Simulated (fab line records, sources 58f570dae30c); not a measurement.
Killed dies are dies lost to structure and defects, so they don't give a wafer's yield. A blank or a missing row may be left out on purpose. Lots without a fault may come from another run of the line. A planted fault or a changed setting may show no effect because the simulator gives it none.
Split-lot experiment | flow berkeley_cmos170 | 5 lots, 23 wafers read, on a route of 331 steps

THE SPLIT
At UCB170_M3_SPUTTER_01 (material Al, target thk 900 nm, time 120 s), the setting time_s was moved away from the recipe's 120 s on 8 of the 23 wafers read, by -9.1% to +3.9%. The other wafers ran this setting at the recipe's value.

FROM THE SPLIT TO THE READING: what the file shows between them, 1 step
- UCB170_M3_RS_MEAS_02: measures by four-point-probe

THE READING
M3_AL_THK, in nm, at UCB170_M3_THK_MEAS_03 (measures by xrf). Fault-free wafers of this fab line usually give 894 nm, standard deviation 9.7 nm.

wafer  | tool, chamber at the split | time_s as run, s | against the recipe | M3_AL_THK, nm | against lot-mates on the recipe
L074.1 | pvd_sputter-03, -          | 120              | recipe             | 894           | -
L074.2 | pvd_sputter-03, -          | 120              | recipe             | 891           | -
L074.3 | pvd_sputter-03, -          | 120              | recipe             | 895           | -
L074.4 | pvd_sputter-03, -          | 120              | recipe             | 898           | -
L074.6 | pvd_sputter-03, -          | 120              | recipe             | 899           | -
L077.1 | pvd_sputter-03, -          | 109.1            | -9.1%              | 808           | -92
L077.2 | pvd_sputter-03, -          | 109.1            | -9.1%              | 816           | -84
L077.3 | pvd_sputter-03, -          | 120              | recipe             | 904           | -
L077.5 | pvd_sputter-03, -          | 109.1            | -9.1%              | 817           | -84
L077.6 | pvd_sputter-03, -          | 120              | recipe             | 897           | -
L083.1 | pvd_sputter-04, -          | 120              | recipe             | 880           | -
L083.3 | pvd_sputter-04, -          | 120              | recipe             | 877           | -
L083.4 | pvd_sputter-04, -          | 115.4            | -3.8%              | 844           | -35
L083.5 | pvd_sputter-04, -          | 120              | recipe             | 881           | -
L083.6 | pvd_sputter-04, -          | 115.4            | -3.8%              | 851           | -28
L085.1 | pvd_sputter-03, -          | 124.7            | +3.9%              | 949           | +35
L085.2 | pvd_sputter-03, -          | 120              | recipe             | 912           | -
L085.3 | pvd_sputter-03, -          | 124.7            | +3.9%              | 944           | +30
L085.4 | pvd_sputter-03, -          | 124.7            | +3.9%              | 928           | +14
L085.5 | pvd_sputter-03, -          | 120              | recipe             | 916           | -
L080.1 | pvd_sputter-04, -          | 120              | recipe             | 906           | -
L080.3 | pvd_sputter-04, -          | 120              | recipe             | 891           | -
L080.4 | pvd_sputter-04, -          | 120              | recipe             | 890           | -

THE FIT
A straight line over all 23 wafers: M3_AL_THK changes by +9.73 nm for each +1% of time_s; r = +0.96; the points scatter about the line by 11 nm.
The same after taking each lot's own level away (the mean of its wafers on the recipe; 23 wafers): +8.92 nm for each +1%; r = +0.98; scatter 6.3 nm.
On that fit, the largest move of time_s shifts the reading by 81 nm.
The lots' own levels span 879.3 to 914.0 nm, that is 3.6 times the standard deviation above.
So the lot-to-lot level changes the slope little: the two slopes agree.
Check: with one of the wafers moved furthest among these (-9.1%) left out of the fit, the line predicts -79.2 nm for it against its lot-mates. It came out at -92.5 nm against them.

THE WHOLE CHAIN: every reading that the file lists as answering this split, in the file's order
step                    | what it does                                                           | reading                                                                     | change (the file's fit)               | r (the file's)
UCB170_M3_SPUTTER_01    | material Al, target thk 900 nm, time 120 s                             | Al_of_M3_SPUTTER_01.thk_nm (the simulator's own value, which no gauge read) | +9.14 nm for each +1% of the setting  | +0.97
UCB170_M3_RS_MEAS_02    | measures by four-point-probe                                           | M3_AL_RS                                                                    | -0.000364 for each +1% of the setting | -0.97
UCB170_M3_THK_MEAS_03   | measures by xrf                                                        | M3_AL_THK                                                                   | +9.02 for each +1% of the setting     | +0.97
UCB170_M3_METAL_ETCH_18 | etches Al in Cl2/BCl3, stops on SiO2, target depth 1170 nm, time 195 s | M3.feature_depth_nm (the simulator's own value, which no gauge read)        | +7.39 nm for each +1% of the setting  | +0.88
UCB170_M3_METAL_ETCH_18 | etches Al in Cl2/BCl3, stops on SiO2, target depth 1170 nm, time 195 s | etch.depth_nm (the simulator's own value, which no gauge read)              | +7.57 nm for each +1% of the setting  | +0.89

THE FILE'S OWN FIT
M3_AL_THK changes by +9.02 nm for each +1% of time_s, r = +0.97.
